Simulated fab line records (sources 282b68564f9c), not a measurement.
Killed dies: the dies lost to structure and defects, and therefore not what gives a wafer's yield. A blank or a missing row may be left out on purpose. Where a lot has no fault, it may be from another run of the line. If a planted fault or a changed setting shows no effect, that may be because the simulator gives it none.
Struck lot and sound lot, side by side	flow rit_cmos	6 out of 202 route steps
Sound: these wafers, L969.2, L969.4, L969.5. Wafers struck: L990.2, L990.5, L990.6. The cause comes at the end.
Order at every step that has rows: each side's tool, ch and its chambers, its first start. Under that, the readings that differ: sound wafers	struck wafers	difference of the means	sigmas: that difference in standard deviations of wafers without a fault.
alike: words and numbers the same on both sides, and readings whose means are apart by under 2 such deviations; not compared: readings that were withheld, readings missing a value for some wafer, numbers with overlapping values and no deviation given by the record, and bounds like >300 which may hide the same value.
The two part at a step that has a row with sigmas, a row that says differs or no value, or rows on one side only. Non-overlapping numbers with no deviation appear without sigmas and do not part them. A reading missing from all wafers of one side parts the sides only when that side holds two or more wafers.

RIT_ACTIVE_BOW_MEAS_00:
  sound on film_metro-04, day 1 15:01; struck on film_metro-01, day 6 00:01
  alike: INCOMING_BOW
then, 1 step without rows for these wafers: RIT_ACTIVE_OXIDATION_01 (target thk 46.8 nm, ox time 3360 s).
RIT_ACTIVE_THK_MEAS_02:
  sound on film_metro-03, day 1 17:04; struck on film_metro-04, day 6 04:10
  alike: ACTIVE_OXIDE_THK
RIT_ACTIVE_CVD_03: deposits Si3N4 from SiH2Cl2/NH3, target thk 150 nm, time 1500 s.
  sound on lpcvd-01 ch 1, day 1 17:07; struck on lpcvd-01 ch 0, day 6 05:47
RIT_ACTIVE_THK_MEAS_04:
  sound on film_metro-03, day 1 18:32; struck on film_metro-01, day 6 07:27
reading	sound	struck	difference	sigmas
ACTIVE_NITRIDE_THK (nm)	150.7 151.2 150.3	302.6 302.2 302.3	+151.6	+99 or more
RIT_M1_PROBE_99:
  sound wafers here have rows in the record (prober-02, day 3 16:22); struck ones have none

## WHERE THEY PART
First at RIT_ACTIVE_THK_MEAS_04; last, within this record, at RIT_M1_PROBE_99.

WHY: what had been put in by the simulator
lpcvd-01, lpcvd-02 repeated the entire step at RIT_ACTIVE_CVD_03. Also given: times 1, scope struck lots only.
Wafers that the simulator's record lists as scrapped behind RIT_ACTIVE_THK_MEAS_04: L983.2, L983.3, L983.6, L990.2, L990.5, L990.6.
